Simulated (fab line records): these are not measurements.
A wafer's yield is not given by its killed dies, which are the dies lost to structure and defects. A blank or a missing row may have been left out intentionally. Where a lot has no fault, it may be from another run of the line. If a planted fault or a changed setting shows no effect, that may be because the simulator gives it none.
Which tool is to blame? ; flow berkeley-cmos170 ; 14 lots with 42 wafers sampled at 2 steps, on a route of 331 steps

WHAT THE GAUGES SHOWED, per wafer
UCB170_M3_CD_MEAS_15: target cd 700 nm.
lot;measured;on;cd-nm (nm)
L796;day 8 08:08;cd-sem-01;699.5 699.4 699.5
L797;day 8 16:16;cd-sem-01;702.4 700.6 702.5
L798;day 9 08:02;cd-sem-01;700.2 700.5 700.9
L799;day 9 08:41;cd-sem-01;699.9 700.5 700.4
L803;day 9 14:18;cd-sem-02;706.5 706.7 705.8
L800;day 9 15:08;cd-sem-01;707.0 704.7 706.0
L806;day 10 02:19;cd-sem-02;700.8 700.8 701.1
L807;day 10 05:48;cd-sem-01;701.9 700.9 699.4
L808;day 10 16:19;cd-sem-01;701.0 700.9 702.8
L812;day 10 20:14;cd-sem-01;700.6 703.3 702.0
L810;day 10 20:28;cd-sem-02;699.4 699.0 699.6
L811;day 10 21:10;cd-sem-01;699.6 699.7 699.8
L813;day 11 11:31;cd-sem-01;701.8 701.8 702.9
L816;day 11 23:32;cd-sem-02;699.7 698.0 700.8

WHICH TOOL RAN EACH LOT (tool, then ch and the chambers of the sampled wafers, then the start)
lot;UCB170_M3_PEB_13
L796;litho-track-02 ch 0, day 8 07:00
L797;litho-track-02 ch 0, day 8 15:45
L798;litho-track-04 ch 0, day 9 07:45
L799;litho-track-02 ch 0, day 9 08:25
L803;litho-track-02 ch 0, day 9 14:02
L800;litho-track-02 ch 0, day 9 14:52
L806;litho-track-04 ch 0, day 10 02:03
L807;litho-track-01 ch 0, day 10 05:32
L808;litho-track-04 ch 0, day 10 16:03
L812;litho-track-01 ch 0, day 10 19:58
L810;litho-track-04 ch 0, day 10 20:12
L811;litho-track-04 ch 0, day 10 20:54
L813;litho-track-04 ch 0, day 11 11:14
L816;litho-track-04 ch 0, day 11 23:17
- UCB170_M3_PEB_13

WHAT THE TOOLS THEMSELVES READ (means of the sampled wafers that have a number; where no wafer has one, the mark that the record gives instead)
UCB170_M3_PEB_13.
lot;tool;exhaust-pa (Pa);heater-power-total-W (W);plate-temp-C (C);resist-line-temp-C (C)
L796;litho-track-02;45.3;56.79;129.92;22.97
L797;litho-track-02;44.4;56.80;129.91;22.97
L798;litho-track-04;46.0;56.81;130.17;22.98
L799;litho-track-02;46.4;56.83;129.93;23.11
L803;litho-track-02;44.8;56.39;129.46;23.04
L800;litho-track-02;45.3;56.39;129.31;23.04
L806;litho-track-04;44.0;56.84;130.15;23.09
L807;litho-track-01;45.2;56.81;129.96;22.81
L808;litho-track-04;44.9;56.73;130.05;22.91
L812;litho-track-01;44.7;56.83;130.18;23.08
L810;litho-track-04;45.1;56.85;130.04;22.86
L811;litho-track-04;44.3;56.81;130.11;22.99
L813;litho-track-04;45.3;56.78;129.72;23.07
L816;litho-track-04;45.2;56.77;130.20;23.10

THE ANSWER, worked out from the rows above alone
Rule: the lots themselves supply what counts as usual. Put in order of their means at a reading, lots are off if they are a third of the lots or fewer, leave a main group of 4 or more, and stand apart from it by a gap of 3 or more times the standard deviation of the main group's means; of several such gaps the widest counts. A main group whose means are all the same, to the digits that the tables above print for the reading, isn't used. A lot without any number at a reading at which 4 lots or more have one is off too. Any other lot the step has rows for is counted as sound. Order of review: gauges by route order, followed by the tools' own readings, for which a lot's mean as printed above is used. The first step at which some lot is off is used, and at that step the reading that is off furthest; a lot without a number counts as furthest.
Off at UCB170_M3_CD_MEAS_15 (cd-nm): L803, L800. Mean 700.7 nm and standard deviation 0.99 in the main group.
A tool fits if, at a process step before that reading, it ran every lot that is off, and no sound lot after the first of them. Not tried: the gauges at UCB170_M3_CD_MEAS_15; whatever is off there is also off at UCB170_M3_PEB_13, on other tools, and gauge error can't account for it. One candidate fits, namely litho-track-02 at UCB170_M3_PEB_13. Its last sound lot is L799 (day 9 08:25), its first lot that is off L803 (day 9 14:02): a fault that began between those two fits.
On the lots that are off, the tool's own readings at UCB170_M3_PEB_13 differ by more than 5 times the standard deviation of the sound lots' means, which bears it out; heater-power-total-W reads 56.39 W there versus 56.80 W on the sound lots.

WHAT THE SIMULATOR HAD INSERTED
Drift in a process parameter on litho-track-02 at UCB170_M3_PEB_13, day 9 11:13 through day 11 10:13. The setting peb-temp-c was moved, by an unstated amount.
Shown lots that were struck: L803, L800. The same result came from the rule above.
